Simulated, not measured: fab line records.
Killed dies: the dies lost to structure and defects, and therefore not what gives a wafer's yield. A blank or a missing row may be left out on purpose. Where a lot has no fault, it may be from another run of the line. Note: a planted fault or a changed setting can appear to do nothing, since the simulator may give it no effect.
Which tool is to blame?    flow rit cmos    7 lots with 21 wafers sampled at 2 steps, on a route of 202 steps

WHAT EACH GAUGE READ, for each wafer
RIT_CONTACT_CD_MEAS_08: target cd 1000 nm.
lot   measured     on         cd nm (nm)
L460  day 4 11:02  cd sem-01  998.5 999.1 996.1
L463  day 5 01:28  cd sem-02  - - -
L465  day 5 10:56  cd sem-01  - - -
L470  day 6 14:27  cd sem-02  997.5 998.2 997.6
L472  day 7 05:25  cd sem-01  1003.7 1003.3 1004.2
L476  day 8 00:45  cd sem-01  999.8 997.3 996.4
L477  day 8 07:17  cd sem-01  1002.3 1001.4 1002.7

WHICH TOOL RAN EACH LOT (tool, then ch and the chambers of the sampled wafers, then the start)
lot   RIT_CONTACT_COAT_03
L460  litho track-04 ch 0, day 4 10:13
L463  litho track-04, day 5 00:40
L465  litho track-02, day 5 07:40
L470  litho track-03 ch 0, day 6 13:31
L472  litho track-02 ch 0, day 7 04:25
L476  litho track-03 ch 0, day 7 23:57
L477  litho track-02 ch 0, day 8 06:23
- RIT_CONTACT_COAT_03: resist thk 1000 nm.

THE ANSWER, worked out from the rows above alone
Rule: what is usual is taken from the lots themselves. Put in order of their means at a reading, lots are off if they are a third of the lots or fewer, leave a main group of 4 or more, and stand apart from it by a gap of 3 or more times the standard deviation of the main group's means; of several such gaps the widest counts. A main group is skipped when, at the precision printed for the reading in the tables above, its means are all equal. Also off: a lot with no number at a reading for which 4 or more lots have one. Any other lot the step has rows for is counted as sound.
Off: L463, L465, at RIT_CONTACT_CD_MEAS_08 (cd nm). Without a number there: L463, L465. The main group: mean 999.9 nm, standard deviation 2.5.
If a tool, at a process step before that reading, ran all the lots that are off and no sound lot after the first of them, it fits. Those tools and the gauges at RIT_CONTACT_CD_MEAS_08 are tried in the same way. No candidate that was tried fits.

WHAT HAD BEEN PUT IN BY THE SIMULATOR
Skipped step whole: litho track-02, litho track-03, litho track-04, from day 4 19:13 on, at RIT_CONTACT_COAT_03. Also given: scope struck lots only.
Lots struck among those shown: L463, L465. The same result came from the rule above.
